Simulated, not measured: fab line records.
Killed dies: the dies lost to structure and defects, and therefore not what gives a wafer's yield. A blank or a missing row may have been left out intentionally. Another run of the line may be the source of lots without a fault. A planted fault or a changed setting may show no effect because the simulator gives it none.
One fault through the eyes of 2 desks || flow rit cmos || each desk has only its own numbers; what lay behind them comes last

METROLOGY DESK
What the gauges read, lot by lot, whatever tool the lot ran on: means of the sampled wafers that have a number. If a lot's mean is further than 4 standard deviations from the usual mean, the lot is out of limits and carries the mark OUT (the distance appears in the brackets).
Columns: A = CONTACT_TEOS_THK at RIT_CONTACT_THK_MEAS_01, usual 399 nm; B = cd nm at RIT_CONTACT_CD_MEAS_90, usual 1000.2 nm; C = cd nm at RIT_M1_CD_MEAS_90, usual 2598.8 nm
{"lot": "L556", "first seen here": "day 3 06:28", "A": 399, "B": 1002.3, "C": 2593.4}
{"lot": "L557", "first seen here": "day 3 08:22", "A": 398, "B": 1001.1, "C": 2600.0}
{"lot": "L559", "first seen here": "day 3 19:15", "A": 400, "B": 1001.7, "C": 2601.8}
{"lot": "L560", "first seen here": "day 3 23:14", "A": 401, "B": 1003.1, "C": 2599.4}
{"lot": "L562", "first seen here": "day 4 10:19", "A": 401, "B": 999.3, "C": 2599.3}
{"lot": "L563", "first seen here": "day 4 14:26", "A": 398, "B": 999.1, "C": 2600.7}
{"lot": "L566", "first seen here": "day 5 04:04", "A": 402, "B": 1001.1, "C": "2558.9 (-13) OUT"}
{"lot": "L569", "first seen here": "day 5 20:50", "A": 399, "B": 995.3, "C": "2556.7 (-14) OUT"}
{"lot": "L570", "first seen here": "day 6 02:52", "A": 399, "B": 1002.1, "C": 2598.5}
{"lot": "L571", "first seen here": "day 6 06:08", "A": 394, "B": 996.6, "C": 2598.4}
{"lot": "L573", "first seen here": "day 6 14:30", "A": 401, "B": 999.3, "C": 2598.2}
{"lot": "L575", "first seen here": "day 7 03:41", "A": 401, "B": 997.2, "C": 2599.5}
{"lot": "L577", "first seen here": "day 7 11:52", "A": 401, "B": 999.5, "C": 2599.4}
{"lot": "L578", "first seen here": "day 7 17:38", "A": 399, "B": 1001.0, "C": 2598.2}
Finding of this desk: L566, L569 out of limits; the first was L566 at day 5 09:02, on cd nm at RIT_M1_CD_MEAS_90. L556, L557, L559, L560, L562, L563, L570, L571, L573, L575, L577, L578: within limits.

THE TOOL OWNER'S DESK: rie metal-01
The tool's own readings at RIT_M1_METAL_ETCH_12 (etches Al in Cl2/BCl3, stops on SiO2, time 165 s, target depth 600 nm): means of the sampled wafers that have a number, for each lot that ran on this tool. If a lot's mean is further than 4 standard deviations from the usual mean, the lot is out of limits and carries the mark OUT (the distance appears in the brackets).
Columns: A = drypump motor current A at RIT_M1_METAL_ETCH_12, usual 5.7 A; B = he backside leak sccm at RIT_M1_METAL_ETCH_12, usual 3.31 sccm; C = mfc cl2 sccm at RIT_M1_METAL_ETCH_12, usual 60.01 sccm; D = oes product au at RIT_M1_METAL_ETCH_12, usual 0.772 a.u.; E = rf fwd power W at RIT_M1_METAL_ETCH_12, usual 249.0 W; F = throttle valve pct at RIT_M1_METAL_ETCH_12, usual 8.34 %
{"lot": "L557", "first seen here": "day 3 12:37", "A": 6.2, "B": 3.52, "C": 59.98, "D": 0.768, "E": 250.0, "F": 8.26}
{"lot": "L560", "first seen here": "day 4 03:17", "A": 6.0, "B": 3.15, "C": 60.12, "D": 0.772, "E": 249.0, "F": 8.32}
{"lot": "L563", "first seen here": "day 4 18:37", "A": 6.3, "B": 3.39, "C": 59.98, "D": 0.770, "E": 249.6, "F": 8.26}
{"lot": "L566", "first seen here": "day 5 08:31", "A": 5.8, "B": 3.08, "C": 59.89, "D": 0.786, "E": "424.4 (+99 or more) OUT", "F": 8.38}
{"lot": "L569", "first seen here": "day 6 01:01", "A": 6.3, "B": 3.32, "C": 60.22, "D": 0.767, "E": "424.1 (+99 or more) OUT", "F": 8.26}
Finding of this desk: L566, L569 out of limits; the first was L566 at day 5 08:31, on rf fwd power W at RIT_M1_METAL_ETCH_12. L557, L560, L563: within limits.

TAKEN TOGETHER
The tool owner's desk had the chance to raise an alarm at day 5 08:31 on L566, L569.
On L566, L569, the metrology desk was in a position to raise an alarm at day 5 09:02.
Every lot named ran RIT_M1_METAL_ETCH_12 on rie metal-01.

WHAT THE SIMULATOR PUT IN
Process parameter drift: rie metal-01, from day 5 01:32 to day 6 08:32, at RIT_M1_METAL_ETCH_12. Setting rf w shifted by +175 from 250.
Shown lots that were struck: L566, L569.
Fault start to first reading out of limits, in hours, per desk: tool owner, 7; metrology, 8.
